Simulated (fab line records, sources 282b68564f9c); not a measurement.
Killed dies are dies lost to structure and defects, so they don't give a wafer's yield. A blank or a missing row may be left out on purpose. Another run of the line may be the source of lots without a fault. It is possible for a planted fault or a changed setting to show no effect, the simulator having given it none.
Shared-tool check :: flow rit_cmos :: 15 lots and 45 wafers in the sample

## REASON FOR OPENING
RIT_NSD_TW_MEAS_10, reading NSD_TW: flagged on 3 of 15 lots. Fault-free wafers read 3100, with a standard deviation of 16.
Rule: flag the lot when none of its wafers has a number, or when each of its wafers that has one lies beyond 4 standard deviations from that mean. The rest of the lots are taken to be sound.

lot: L298
measured: day 3 00:46
on: film_metro-04
NSD_TW, wafer by wafer: 3111 3104 3100
flag: 

lot: L299
measured: day 3 03:49
on: film_metro-03
NSD_TW, wafer by wafer: 3104 3103 3117
flag: 

lot: L300
measured: day 3 10:56
on: film_metro-04
NSD_TW, wafer by wafer: 3097 3088 3105
flag: 

lot: L301
measured: day 3 15:01
on: film_metro-02
NSD_TW, wafer by wafer: 3105 3108 3113
flag: 

lot: L304
measured: day 4 04:32
on: film_metro-02
NSD_TW, wafer by wafer: 3101 3106 3111
flag: 

lot: L305
measured: day 4 10:57
on: film_metro-04
NSD_TW, wafer by wafer: 3085 3075 3072
flag: 

lot: L306
measured: day 4 15:06
on: film_metro-02
NSD_TW, wafer by wafer: 3119 3090 3121
flag: 

lot: L307
measured: day 4 21:13
on: film_metro-03
NSD_TW, wafer by wafer: 2995 2985 2999
flag: FLAGGED

lot: L308
measured: day 5 01:18
on: film_metro-03
NSD_TW, wafer by wafer: 2999 3010 3004
flag: FLAGGED

lot: L309
measured: day 5 06:05
on: film_metro-04
NSD_TW, wafer by wafer: 2986 2980 2993
flag: FLAGGED

lot: L317
measured: day 6 22:44
on: film_metro-04
NSD_TW, wafer by wafer: 3075 3084 3078
flag: 

lot: L318
measured: day 7 05:47
on: film_metro-03
NSD_TW, wafer by wafer: 3105 3130 3111
flag: 

lot: L319
measured: day 7 10:14
on: film_metro-02
NSD_TW, wafer by wafer: 3082 3073 3081
flag: 

lot: L320
measured: day 7 15:29
on: film_metro-03
NSD_TW, wafer by wafer: 3124 3112 3112
flag: 

lot: L321
measured: day 7 23:56
on: film_metro-04
NSD_TW, wafer by wafer: 3099 3092 3095
flag: 
The mean of the flagged lots' numbers is 2995, -105 from the usual (-7 standard deviations).

## EACH LOT AND THE TOOL IT RAN ON
The record holds 1 process step before the reading, out of a route of 202 steps. Read each cell as the tool, then ch plus the chambers that the sampled wafers visited, then the start.
lot: L298
flag: 
RIT_NSD_IMPLANT_08: implanter-04 ch 0, day 3 00:27

lot: L299
flag: 
RIT_NSD_IMPLANT_08: implanter-01 ch 0, day 3 03:31

lot: L300
flag: 
RIT_NSD_IMPLANT_08: implanter-04 ch 0, day 3 10:37

lot: L301
flag: 
RIT_NSD_IMPLANT_08: implanter-02 ch 0, day 3 14:41

lot: L304
flag: 
RIT_NSD_IMPLANT_08: implanter-04 ch 0, day 4 04:13

lot: L305
flag: 
RIT_NSD_IMPLANT_08: implanter-04 ch 0, day 4 10:38

lot: L306
flag: 
RIT_NSD_IMPLANT_08: implanter-04 ch 0, day 4 14:47

lot: L307
flag: FLAGGED
RIT_NSD_IMPLANT_08: implanter-04 ch 0, day 4 20:53

lot: L308
flag: FLAGGED
RIT_NSD_IMPLANT_08: implanter-04 ch 0, day 5 00:58

lot: L309
flag: FLAGGED
RIT_NSD_IMPLANT_08: implanter-04 ch 0, day 5 05:46

lot: L317
flag: 
RIT_NSD_IMPLANT_08: implanter-01 ch 0, day 6 22:25

lot: L318
flag: 
RIT_NSD_IMPLANT_08: implanter-02 ch 0, day 7 05:28

lot: L319
flag: 
RIT_NSD_IMPLANT_08: implanter-02 ch 0, day 7 09:56

lot: L320
flag: 
RIT_NSD_IMPLANT_08: implanter-01 ch 0, day 7 15:10

lot: L321
flag: 
RIT_NSD_IMPLANT_08: implanter-02 ch 0, day 7 23:39
What the steps here do:
- RIT_NSD_IMPLANT_08
- RIT_NSD_TW_MEAS_10

## FLAGGED AGAINST TOTAL, ONE TOOL AT A TIME (gauges that did the reading follow at the end)
step: RIT_NSD_IMPLANT_08
tool: implanter-01
lots run: 3
flagged: 0
share of the flagged lots: none
sound lots run after its first flagged lot: -

step: RIT_NSD_IMPLANT_08
tool: implanter-02
lots run: 4
flagged: 0
share of the flagged lots: none
sound lots run after its first flagged lot: -

step: RIT_NSD_IMPLANT_08
tool: implanter-04
lots run: 8
flagged: 3
share of the flagged lots: all
sound lots run after its first flagged lot: 0

step: RIT_NSD_TW_MEAS_10
tool: film_metro-02
lots run: 4
flagged: 0
share of the flagged lots: none
sound lots run after its first flagged lot: -

step: RIT_NSD_TW_MEAS_10
tool: film_metro-03
lots run: 5
flagged: 2
share of the flagged lots: some
sound lots run after its first flagged lot: 2 (L318,L320)

step: RIT_NSD_TW_MEAS_10
tool: film_metro-04
lots run: 6
flagged: 1
share of the flagged lots: some
sound lots run after its first flagged lot: 2 (L317,L321)

## WHAT IS ALLOWED BY THE TABLE
1 row of the table ran every flagged lot: implanter-04 at RIT_NSD_IMPLANT_08.
- implanter-04 at RIT_NSD_IMPLANT_08: 3 of its 8 lots flagged. Its last sound lot is L306 (day 4 14:47), its first flagged lot L307 (day 4 20:53): a fault that began between those two fits. Its own readings lie more than 4 standard deviations out on every wafer of the flagged lots: beam_energy_keV.
implanter-04 at RIT_NSD_IMPLANT_08 is the single tool remaining.

## WHAT THE SIMULATOR PUT IN
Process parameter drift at RIT_NSD_IMPLANT_08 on implanter-04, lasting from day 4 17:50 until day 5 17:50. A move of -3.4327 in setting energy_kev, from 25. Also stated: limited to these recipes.
Struck lots among those shown: L307, L308, L309. The rule above reached the same finding.
